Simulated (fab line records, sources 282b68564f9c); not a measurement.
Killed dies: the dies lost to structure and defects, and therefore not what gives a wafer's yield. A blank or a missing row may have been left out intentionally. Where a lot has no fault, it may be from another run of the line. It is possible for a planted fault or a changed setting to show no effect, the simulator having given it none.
Which tool is to blame? || flow rit_cmos || 39 wafers from 13 lots sampled at 4 of the route's 202 steps

== WHAT THE GAUGES SHOWED, per wafer ==
RIT_ACTIVE_CD_MEAS_11 targets a cd of 1400 nm.
{"lot": "L144", "measured": "day 1 19:29", "on": "cd_sem-02", "cd_nm (nm)": "1398.5 1400.8 1399.5"}
{"lot": "L145", "measured": "day 2 00:26", "on": "cd_sem-01", "cd_nm (nm)": "1397.0 1396.3 1398.1"}
{"lot": "L146", "measured": "day 2 05:34", "on": "cd_sem-02", "cd_nm (nm)": "1402.2 1404.2 1403.1"}
{"lot": "L147", "measured": "day 2 10:35", "on": "cd_sem-01", "cd_nm (nm)": "1399.5 1398.6 1398.3"}
{"lot": "L148", "measured": "day 2 15:34", "on": "cd_sem-01", "cd_nm (nm)": "1401.4 1402.0 1401.9"}
{"lot": "L149", "measured": "day 2 20:37", "on": "cd_sem-02", "cd_nm (nm)": "1397.9 1400.7 1397.5"}
{"lot": "L152", "measured": "day 3 11:50", "on": "cd_sem-02", "cd_nm (nm)": "1401.7 1403.0 1401.9"}
{"lot": "L159", "measured": "day 4 23:20", "on": "cd_sem-01", "cd_nm (nm)": "1397.5 1396.4 1397.9"}
{"lot": "L160", "measured": "day 5 03:37", "on": "cd_sem-02", "cd_nm (nm)": "1398.9 1401.3 1399.1"}
{"lot": "L161", "measured": "day 5 09:11", "on": "cd_sem-02", "cd_nm (nm)": "1396.5 1396.8 1397.2"}
{"lot": "L163", "measured": "day 5 18:35", "on": "cd_sem-01", "cd_nm (nm)": "1399.5 1400.8 1398.9"}
{"lot": "L165", "measured": "day 6 04:30", "on": "cd_sem-02", "cd_nm (nm)": "1402.2 1401.5 1400.8"}
{"lot": "L166", "measured": "day 6 09:38", "on": "cd_sem-01", "cd_nm (nm)": "1396.6 1399.3 1398.0"}

RIT_FOX2_THK_MEAS_01.
{"lot": "L144", "measured": "day 1 23:20", "on": "film_metro-02", "FOX2_OXIDE_THK (nm)": "357 361 356"}
{"lot": "L145", "measured": "day 2 04:19", "on": "film_metro-02", "FOX2_OXIDE_THK (nm)": "352 352 350"}
{"lot": "L146", "measured": "day 2 09:46", "on": "film_metro-03", "FOX2_OXIDE_THK (nm)": "365 359 365"}
{"lot": "L147", "measured": "day 2 15:56", "on": "film_metro-03", "FOX2_OXIDE_THK (nm)": "351 350 349"}
{"lot": "L148", "measured": "day 2 19:27", "on": "film_metro-03", "FOX2_OXIDE_THK (nm)": "348 344 352"}
{"lot": "L149", "measured": "day 3 00:31", "on": "film_metro-01", "FOX2_OXIDE_THK (nm)": "366 365 368"}
{"lot": "L152", "measured": "day 3 16:37", "on": "film_metro-03", "FOX2_OXIDE_THK (nm)": "354 351 350"}
{"lot": "L159", "measured": "day 5 03:27", "on": "film_metro-01", "FOX2_OXIDE_THK (nm)": "346 351 347"}
{"lot": "L160", "measured": "day 5 08:49", "on": "film_metro-02", "FOX2_OXIDE_THK (nm)": "357 352 353"}
{"lot": "L161", "measured": "day 5 13:02", "on": "film_metro-01", "FOX2_OXIDE_THK (nm)": "353 353 354"}
{"lot": "L163", "measured": "day 5 22:26", "on": "film_metro-01", "FOX2_OXIDE_THK (nm)": "356 347 351"}
{"lot": "L165", "measured": "day 6 09:02", "on": "film_metro-02", "FOX2_OXIDE_THK (nm)": "348 353 355"}
{"lot": "L166", "measured": "day 6 13:31", "on": "film_metro-02", "FOX2_OXIDE_THK (nm)": "349 353 349"}

RIT_SDANNEAL_RS_MEAS_07: uses a four-point probe to measure.
{"lot": "L144", "measured": "day 3 07:02", "on": "film_metro-02", "NLDD_RS (ohm/sq)": "152.8 153.4 152.6"}
{"lot": "L145", "measured": "day 3 11:38", "on": "film_metro-01", "NLDD_RS (ohm/sq)": "152.8 152.9 152.8"}
{"lot": "L146", "measured": "day 3 16:42", "on": "film_metro-02", "NLDD_RS (ohm/sq)": "152.5 152.4 152.8"}
{"lot": "L147", "measured": "day 3 23:07", "on": "film_metro-04", "NLDD_RS (ohm/sq)": "152.8 153.2 152.8"}
{"lot": "L148", "measured": "day 4 03:34", "on": "film_metro-04", "NLDD_RS (ohm/sq)": "152.2 151.9 152.2"}
{"lot": "L149", "measured": "day 4 08:05", "on": "film_metro-02", "NLDD_RS (ohm/sq)": "152.8 152.8 152.8"}
{"lot": "L152", "measured": "day 5 00:16", "on": "film_metro-01", "NLDD_RS (ohm/sq)": "152.0 152.2 152.1"}
{"lot": "L159", "measured": "day 6 10:38", "on": "film_metro-04", "NLDD_RS (ohm/sq)": "153.3 154.0 153.5"}
{"lot": "L160", "measured": "day 6 15:46", "on": "film_metro-04", "NLDD_RS (ohm/sq)": "152.7 153.2 152.8"}
{"lot": "L161", "measured": "day 6 20:56", "on": "film_metro-01", "NLDD_RS (ohm/sq)": "152.7 153.0 153.0"}
{"lot": "L163", "measured": "day 7 06:13", "on": "film_metro-01", "NLDD_RS (ohm/sq)": "152.2 152.4 152.4"}
{"lot": "L165", "measured": "day 7 16:01", "on": "film_metro-01", "NLDD_RS (ohm/sq)": "153.0 152.8 152.7"}
{"lot": "L166", "measured": "day 7 20:19", "on": "film_metro-01", "NLDD_RS (ohm/sq)": "153.1 153.1 153.1"}

== EACH LOT AND THE TOOL THAT RAN IT (in order: tool; ch and the chambers of the sampled wafers; start) ==
{"lot": "L144", "RIT_GATE_CLEAN_04": "wet_bench-04 ch 0, day 2 12:32"}
{"lot": "L145", "RIT_GATE_CLEAN_04": "wet_bench-02 ch 3, day 2 17:45"}
{"lot": "L146", "RIT_GATE_CLEAN_04": "wet_bench-02 ch 1, day 2 23:09"}
{"lot": "L147", "RIT_GATE_CLEAN_04": "wet_bench-02 ch 0, day 3 05:26"}
{"lot": "L148", "RIT_GATE_CLEAN_04": "wet_bench-01 ch 2, day 3 09:35"}
{"lot": "L149", "RIT_GATE_CLEAN_04": "wet_bench-02 ch 3, day 3 13:52"}
{"lot": "L152", "RIT_GATE_CLEAN_04": "wet_bench-01 ch 2, day 4 05:58"}
{"lot": "L159", "RIT_GATE_CLEAN_04": "wet_bench-04 ch 2, day 5 16:32"}
{"lot": "L160", "RIT_GATE_CLEAN_04": "wet_bench-01 ch 0, day 5 22:10"}
{"lot": "L161", "RIT_GATE_CLEAN_04": "wet_bench-01 ch 0, day 6 02:32"}
{"lot": "L163", "RIT_GATE_CLEAN_04": "wet_bench-01 ch 0, day 6 11:41"}
{"lot": "L165", "RIT_GATE_CLEAN_04": "wet_bench-04 ch 2, day 6 22:16"}
{"lot": "L166", "RIT_GATE_CLEAN_04": "wet_bench-04 ch 3, day 7 02:59"}
- RIT_GATE_CLEAN_04: cleans in dHF, time 60 s.

== WHAT THE TOOLS THEMSELVES READ (means of the sampled wafers that have a number; where no wafer has one, the mark that the record gives instead) ==
RIT_GATE_CLEAN_04.
{"lot": "L144", "tool": "wet_bench-04", "run_length_s (s)": 85.8}
{"lot": "L145", "tool": "wet_bench-02", "run_length_s (s)": 86.3}
{"lot": "L146", "tool": "wet_bench-02", "run_length_s (s)": 87.7}
{"lot": "L147", "tool": "wet_bench-02", "run_length_s (s)": 86.8}
{"lot": "L148", "tool": "wet_bench-01", "run_length_s (s)": 92.8}
{"lot": "L149", "tool": "wet_bench-02", "run_length_s (s)": 55.6}
{"lot": "L152", "tool": "wet_bench-01", "run_length_s (s)": 86.0}
{"lot": "L159", "tool": "wet_bench-04", "run_length_s (s)": 87.4}
{"lot": "L160", "tool": "wet_bench-01", "run_length_s (s)": 86.4}
{"lot": "L161", "tool": "wet_bench-01", "run_length_s (s)": 85.7}
{"lot": "L163", "tool": "wet_bench-01", "run_length_s (s)": 85.0}
{"lot": "L165", "tool": "wet_bench-04", "run_length_s (s)": 86.3}
{"lot": "L166", "tool": "wet_bench-04", "run_length_s (s)": 86.4}

== THE ANSWER, worked out from the rows above alone ==
Rule: usual is defined by the lots themselves. The widest of any qualifying gaps counts: lots, ordered by their means at a reading, are off when they make up no more than a third of the lots, leave a main group of 4 or more, and stand apart from it by 3 or more times the standard deviation of that group's means. Not used: any main group whose means are identical at the precision the tables above print for the reading. Also off: a lot with no number at a reading for which 4 or more lots have one. Any other lot the step has rows for is counted as sound. The gauges are gone through in route order, then the tools' own readings, and for those a lot's mean is taken as printed above. At the first step where some lot is off, the reading lying furthest off is the one used; lots without a number count as furthest.
Off at RIT_GATE_CLEAN_04 (run_length_s): L149. Mean 86.9 s and standard deviation 1.9 in the main group.
If a tool, at that step or one of the process steps before it, ran each lot that is off and ran no sound lot following the first of them, it fits. One candidate fits, namely wet_bench-02 at RIT_GATE_CLEAN_04. A fault onset in the window from L147 (day 3 05:26, its last sound lot) to L149 (day 3 13:52, its first lot off) fits.
The tool's own readings at RIT_GATE_CLEAN_04 bear it out: on the lots that are off they differ by more than 5 times the standard deviation of the sound lots' means. run_length_s reads 55.6 s there against 86.9 s on the sound lots.

== WHAT THE SIMULATOR HAD INSERTED ==
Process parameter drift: wet_bench-02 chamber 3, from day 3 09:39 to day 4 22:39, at RIT_GATE_CLEAN_04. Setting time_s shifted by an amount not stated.
Struck lots among those shown: L149. This agrees with what the rule above found.
